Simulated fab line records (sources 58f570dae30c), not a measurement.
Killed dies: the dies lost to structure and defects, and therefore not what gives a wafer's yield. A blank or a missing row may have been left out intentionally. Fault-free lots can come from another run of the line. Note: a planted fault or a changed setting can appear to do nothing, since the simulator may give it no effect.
Which tool is to blame?    flow berkeleyCmos170    7 lots with 19 wafers sampled at 3 steps, on a route of 331 steps

WHAT THE GAUGES SHOWED, per wafer
UCB170_V1_THK_MEAS_01.
lot   measured      on            V1_TEOS_THK (nm)
L998  day 7 06:19   filmMetro-04  1977 1976 2016
L100  day 7 17:22   filmMetro-04  1977 2030 1995
L105  day 9 00:29   filmMetro-01  1981 2009 2023
L109  day 9 00:43   filmMetro-01  2029 2025 2018
L106  day 9 00:32   filmMetro-04  2005 2012 2012
L115  day 11 04:37  filmMetro-02  2007 2052 2054
L118  day 11 21:46  filmMetro-04  3281

EACH LOT AND THE TOOL THAT RAN IT (in order: tool; ch and the chambers of the sampled wafers; start)
lot   UCB170_SILICIDE_RTA_04           UCB170_V1_CVD_00
L998  rtpAnneal-02 ch 0, day 6 21:01   pecvd-04 ch 0,2, day 7 06:09
L100  rtpAnneal-01 ch 0, day 7 05:44   pecvd-02 ch 0,1,2, day 7 17:12
L105  rtpAnneal-02 ch 0, day 8 11:25   pecvd-02 ch 1,2, day 9 00:14
L109  rtpAnneal-01 ch 0, day 8 12:09   pecvd-02 ch 1,2, day 9 00:28
L106  rtpAnneal-01 ch 0, day 8 12:25   pecvd-03 ch 0,1,2, day 9 00:23
L115  rtpAnneal-02 ch 0, day 10 15:34  pecvd-04 ch 0,1, day 11 04:27
L118  rtpAnneal-02 ch 0, day 11 07:33  pecvd-02 ch 0, day 11 21:39
- UCB170_SILICIDE_RTA_04: time 15 s.
- UCB170_V1_CVD_00: deposits SiO2 from TEOS/O2, target thk 2000 nm, time 250 s.

THE ANSWER, worked out from the rows above alone
Rule: usual is defined by the lots themselves. The widest of any qualifying gaps counts: lots, ordered by their means at a reading, are off when they make up no more than a third of the lots, leave a main group of 4 or more, and stand apart from it by 3 or more times the standard deviation of that group's means. The tables above print the reading to a certain number of digits; a main group whose means all agree to those digits is not used. A lot without any number at a reading at which 4 lots or more have one is off too. All remaining lots with rows at the step are treated as sound.
Off: at UCB170_V1_THK_MEAS_01 (V1_TEOS_THK), L118. The main group has a mean of 2011 nm with a standard deviation of 16.
A tool fits if, at a process step before that reading, it ran every lot that is off, and no sound lot after the first of them. Those tools and the gauges at UCB170_V1_THK_MEAS_01 are tried in the same way. Can't be told from this: 3 tools fit, rtpAnneal-02 at UCB170_SILICIDE_RTA_04, pecvd-02 at UCB170_V1_CVD_00, filmMetro-04 at UCB170_V1_THK_MEAS_01.

WHAT THE SIMULATOR HAD INSERTED
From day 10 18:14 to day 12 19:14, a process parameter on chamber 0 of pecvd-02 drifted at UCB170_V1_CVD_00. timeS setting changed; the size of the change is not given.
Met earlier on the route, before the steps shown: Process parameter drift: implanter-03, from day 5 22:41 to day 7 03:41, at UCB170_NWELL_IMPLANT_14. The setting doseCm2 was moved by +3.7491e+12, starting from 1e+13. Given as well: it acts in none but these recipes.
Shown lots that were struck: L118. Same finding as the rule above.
